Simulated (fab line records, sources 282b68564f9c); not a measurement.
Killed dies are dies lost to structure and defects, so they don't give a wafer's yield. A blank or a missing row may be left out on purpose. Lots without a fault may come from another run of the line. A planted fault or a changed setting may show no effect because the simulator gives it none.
A struck lot beside a sound one | flow rit_cmos | 20 steps out of a route of 202
Sound: wafers L733.1, L733.3, L733.6. Struck: wafers L740.1, L740.2, L740.3. The cause comes at the end.
At each step with rows: each side's tool, then ch and its chambers, then its first start. Under that, the readings that differ: sound wafers | struck wafers | difference of the means | sigmas: that difference in standard deviations of wafers without a fault.
alike: readings whose means differ by less than 2 such deviations, and words and numbers that are the same on both sides. not compared: withheld readings, readings that some wafer has no value for, bounds like >300 that may hide the same value, and numbers for which the record gives no deviation and whose values overlap.
The two part at a step that has a row with sigmas, a row that says differs or no value, or rows on one side only. Numbers that don't overlap but have no deviation are shown without sigmas and don't part them. A reading that every wafer of one side lacks parts them only if that side has two wafers or more.

first, 2 steps without rows for these wafers: RIT_NWELL_HARDBAKE_07 (time 120 s); RIT_NWELL_IMPLANT_08.
RIT_NWELL_STRIP_09: strips in O2, time 180 s.
  sound on plasma_asher-02 ch 1, day 1 20:47; struck on plasma_asher-01 ch 0,1, day 3 08:23
  alike: drypump_motor_current_A, rf_refl_power_W
  not compared: rf_hours_counter_h
RIT_NWELL_TW_MEAS_10:
  sound on film_metro-03, day 1 20:58; struck on film_metro-04, day 3 08:34
  alike: NWELL_TW
then, 6 steps without rows for these wafers: RIT_PWELL_HMDS_00 (prime time 60 s); RIT_PWELL_COAT_01 (resist thk 1300 nm); RIT_PWELL_SOFTBAKE_02 (time 60 s); RIT_PWELL_EXPOSE_03 (exposes mask M3, target cd 43700 nm); RIT_PWELL_PEB_04; RIT_PWELL_DEVELOP_05 (develop time 68 s).
RIT_PWELL_OVL_MEAS_06:
  sound on overlay-01, day 1 21:56; struck on overlay-02, day 3 09:38
  alike: PWELL_OVL
then, 1 step without rows for these wafers: RIT_PWELL_HARDBAKE_07 (time 120 s).
RIT_PWELL_IMPLANT_08:
  sound on implanter-03 ch 0, day 1 22:14; struck on implanter-04 ch 0, day 3 09:55
  reading                   | sound             | struck            | difference | sigmas
  implant_ion_amu           | 11 11 11          | 49 49 49          | +38        |
  model.implant.rp_nm (nm)  | 482 482 482       | 124.5 124.5 124.5 | -357.5     |
  model.implant.drp_nm (nm) | 102.9 102.9 102.9 | 49.91 49.91 49.91 | -52.99     |
RIT_PWELL_STRIP_09: strips in O2, time 180 s.
  sound on plasma_asher-03 ch 0,1, day 1 22:23; struck on plasma_asher-02 ch 0,1, day 3 10:04
  reading                     | sound       | struck      | difference | sigmas
  drypump_motor_current_A (A) | 5.7 6.2 6.2 | 5.1 5.5 5.5 | -0.7       | -2
  alike: rf_refl_power_W
  not compared: rf_hours_counter_h
RIT_PWELL_TW_MEAS_10:
  sound on film_metro-03, day 1 22:33; struck on film_metro-04, day 3 10:14
  reading  | sound       | struck         | difference | sigmas
  PWELL_TW | 956 954 951 | 1909 1923 1914 | +962       | +99 or more
then, 1 step without rows for these wafers: RIT_WELLDRIVE_ANNEAL_00 (time 14700 s).
RIT_WELLDRIVE_RS_MEAS_01: measures by four-point-probe.
  sound on film_metro-01, day 2 03:42; struck on film_metro-04, day 3 15:23
  alike: NWELL_RS
RIT_WELLDRIVE_RS_MEAS_02: measures by four-point-probe.
  sound on film_metro-01, day 2 03:49; struck on film_metro-04, day 3 15:30
  reading           | sound             | struck            | difference | sigmas
  PWELL_RS (ohm/sq) | 428.0 429.1 429.0 | 465.4 464.2 464.4 | +36.0      | +33
then, 1 step without rows for these wafers: RIT_NRETRO_HMDS_00 (prime time 60 s).
RIT_M1_PROBE_99:
  the record has rows for the sound wafers here (prober-01, day 3 08:17) and none for the struck ones

WHERE THEY PART
First at RIT_PWELL_STRIP_09; last, within this record, at RIT_M1_PROBE_99.

WHY: what the simulator had put in
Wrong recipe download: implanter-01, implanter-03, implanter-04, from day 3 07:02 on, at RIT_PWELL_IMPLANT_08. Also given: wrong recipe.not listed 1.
